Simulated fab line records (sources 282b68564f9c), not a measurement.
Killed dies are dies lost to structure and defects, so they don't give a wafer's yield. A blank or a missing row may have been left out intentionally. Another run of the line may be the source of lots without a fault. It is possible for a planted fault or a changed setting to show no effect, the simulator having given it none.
What tool caused it?    flow rit cmos    Sampling: 14 lots, 42 wafers, 2 of 202 route steps

## WHAT THE GAUGES SHOWED, per wafer
RIT_PRETRO_TW_MEAS_10. Usual: PRETRO_TW gives 482 (standard deviation 4.1).
lot   measured     on             PRETRO_TW    flag
L481  day 2 09:07  film metro-03  486 484 481  
L482  day 2 14:55  film metro-03  484 486 483  
L483  day 2 19:06  film metro-02  484 483 480  
L484  day 3 00:19  film metro-01  475 474 476  
L485  day 3 05:24  film metro-02  484 484 482  
L486  day 3 11:50  film metro-02  486 483 483  
L487  day 3 17:24  film metro-01  476 475 474  
L491  day 4 11:26  film metro-02  483 484 483  
L493  day 5 00:12  film metro-02  462 462 464  OFF
L496  day 5 14:25  film metro-02  458 463 461  OFF
L501  day 6 13:27  film metro-01  476 478 478  
L502  day 6 19:31  film metro-02  488 487 486  
L503  day 7 00:48  film metro-02  484 487 487  
L504  day 7 06:26  film metro-03  481 484 480  

## TOOL THAT RAN EACH LOT (tool first, then ch and the chambers of the sampled wafers, then the start)
lot   RIT_PRETRO_IMPLANT_08
L481  implanter-04 ch 0, day 2 08:50
L482  implanter-03 ch 0, day 2 14:35
L483  implanter-04 ch 0, day 2 18:46
L484  implanter-02 ch 0, day 2 23:59
L485  implanter-02 ch 0, day 3 05:05
L486  implanter-04 ch 0, day 3 11:31
L487  implanter-04 ch 0, day 3 17:04
L491  implanter-02 ch 0, day 4 11:07
L493  implanter-04 ch 0, day 4 23:53
L496  implanter-04 ch 0, day 5 14:06
L501  implanter-02 ch 0, day 6 13:08
L502  implanter-02 ch 0, day 6 19:11
L503  implanter-02 ch 0, day 7 00:29
L504  implanter-02 ch 0, day 7 06:07
- RIT_PRETRO_IMPLANT_08

## WHAT THE TOOLS THEMSELVES READ (means of the sampled wafers that have a number; where no wafer has one, the mark that the record gives instead)
RIT_PRETRO_IMPLANT_08. Usual: beam energy keV 45.808, standard deviation 0.016.
lot   tool          beam energy keV  flag
L481  implanter-04  45.829           
L482  implanter-03  45.802           
L483  implanter-04  45.789           
L484  implanter-02  45.780           
L485  implanter-02  45.822           
L486  implanter-04  45.800           
L487  implanter-04  45.818           
L491  implanter-02  45.804           
L493  implanter-04  45.790           
L496  implanter-04  45.805           
L501  implanter-02  45.812           
L502  implanter-02  45.811           
L503  implanter-02  45.805           
L504  implanter-02  45.818           

## THE ANSWER, worked out from the rows above alone
Rule: take the mean of a lot's wafers that have a number; if it is more than 3 standard deviations from the usual mean, the lot is off. Also off: a lot with no number at a reading for which 4 or more lots have one. Where the step has rows for the other lots, those lots are counted as sound. First the gauges in route order, then the tools' own readings, where a lot's mean is used as printed above. The first step at which some lot is off is used, and at that step the reading that is off furthest; a lot without a number counts as furthest.
Off: at RIT_PRETRO_TW_MEAS_10 (PRETRO_TW), L493, L496.
If a tool, at a process step before that reading, ran all the lots that are off and no sound lot after the first of them, it fits. The gauges at RIT_PRETRO_TW_MEAS_10 are tried like those tools. One candidate fits, namely implanter-04 at RIT_PRETRO_IMPLANT_08. A fault onset in the window from L487 (day 3 17:04, its last sound lot) to L493 (day 4 23:53, its first lot off) fits.

## WHAT THE SIMULATOR PUT IN
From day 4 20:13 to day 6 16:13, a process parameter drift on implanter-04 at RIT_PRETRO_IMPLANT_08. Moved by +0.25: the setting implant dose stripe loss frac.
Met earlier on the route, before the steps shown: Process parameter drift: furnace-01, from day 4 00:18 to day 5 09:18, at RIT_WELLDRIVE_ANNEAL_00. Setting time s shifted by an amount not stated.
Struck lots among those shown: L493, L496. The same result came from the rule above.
